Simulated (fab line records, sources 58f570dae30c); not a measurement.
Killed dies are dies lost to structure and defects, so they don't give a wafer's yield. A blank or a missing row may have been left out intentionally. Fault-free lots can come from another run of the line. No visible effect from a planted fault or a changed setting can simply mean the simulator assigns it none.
Code-filled problem report in 8D (eight disciplines) form | flow berkeley_cmos170 | the parts of the form that need people (team, actions taken, sign-off) are left out

1. THE ISSUE
Mean ACTIVE_NITRIDE_THK at UCB170_ACTIVE_THK_MEAS_06: 337.9 nm over 6 wafers in 2 lots; fault-free wafers: 220.7 nm, standard deviation 2.3. That is +51 standard deviations from the usual mean.
First seen on wafer L785.2, day 4 20:56, on film_metro-02. The record has a number at this step for 42 wafers belonging to 14 lots. Rule for "out" (also "out of limits"): further than 4 standard deviations from the usual mean. The other wafers with a number count as sound.

2. WHAT IT IS; WHAT IT IS NOT
question                    | is                           | is not
which readings at this step | ACTIVE_NITRIDE_THK           | -
which lots                  | L785, L786                   | L779, L782, L783, L792, L794, L795, L796, L797, L798, L799, L800, L801
which wafers of those lots  | all that have a number       | -
read on which gauges        | film_metro-02, film_metro-04 | film_metro-03
when                        | from day 4 20:56             | up to then (9 sound wafers); but 27 sound wafers of L792, L794, L795, L796, L797, L798, L799, L800, L801 came after

3. SUSPECTS, AND WHAT RULES EACH OUT
Counting: a tool at a process step up to the reading stays a suspect if it ran every lot that is out and no sound lot after the first of them.
- ruled out: the gauge at UCB170_ACTIVE_THK_MEAS_06. The wafers that are out were read on 2 gauges (film_metro-02, film_metro-04).
- lpcvd-02 at UCB170_ACTIVE_CVD_05 (deposits Si3N4 from SiH2Cl2/NH3, target thk 220 nm, time 3300 s): ruled out as a lasting fault. The sound lots L795, L800, L801 went through it after L785, its earliest lot that is out (day 4 19:01).
Left after counting: nothing in the record.

4. THE CAUSE (what the simulator had put in)
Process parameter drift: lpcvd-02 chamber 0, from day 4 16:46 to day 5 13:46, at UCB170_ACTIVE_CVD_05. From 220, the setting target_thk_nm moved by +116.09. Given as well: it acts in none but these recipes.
Counting ruled it out, wrongly: the rule takes a fault to strike every lot that its tool runs from its start on, and this one did not.

5. THE CHAIN OF EFFECTS, in route order
Rows list readings where the struck wafers' mean (over those with a number) sits beyond 3 standard deviations from the usual. Only readings whose record carries a usual standard deviation are examined. hours: median over the lots of the time between each lot's start at the first step of this table that gives one and its start at this step. sigmas: the change, counted in usual standard deviations.
hours | step                      | reading            | usual      | on struck wafers | change | sigmas
0     | UCB170_ACTIVE_THK_MEAS_06 | ACTIVE_NITRIDE_THK | 220.7 nm   | 337.9            | +117.2 | +51
1     | UCB170_ACTIVE_ETCH_15     | oes_product_au     | 0.937 a.u. | 0.985            | +0.048 | +3.4
Process steps it contains:
- UCB170_ACTIVE_ETCH_15: etches Si3N4 in CH3F/Ar/O2, stops on SiO2, target depth 242 nm, time 151 s.

6. HOW IT WOULD HAVE BEEN CAUGHT EARLIER
Counted from the fault's start at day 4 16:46, it took 4 hours until the first out-of-limits reading at a measuring or inspecting step in this record, taken at day 4 20:56.
An alarm limit of 4 standard deviations would not have fired on the tool readings at UCB170_ACTIVE_CVD_05 for which the record gives a usual standard deviation, since none of them was out on any struck wafer.
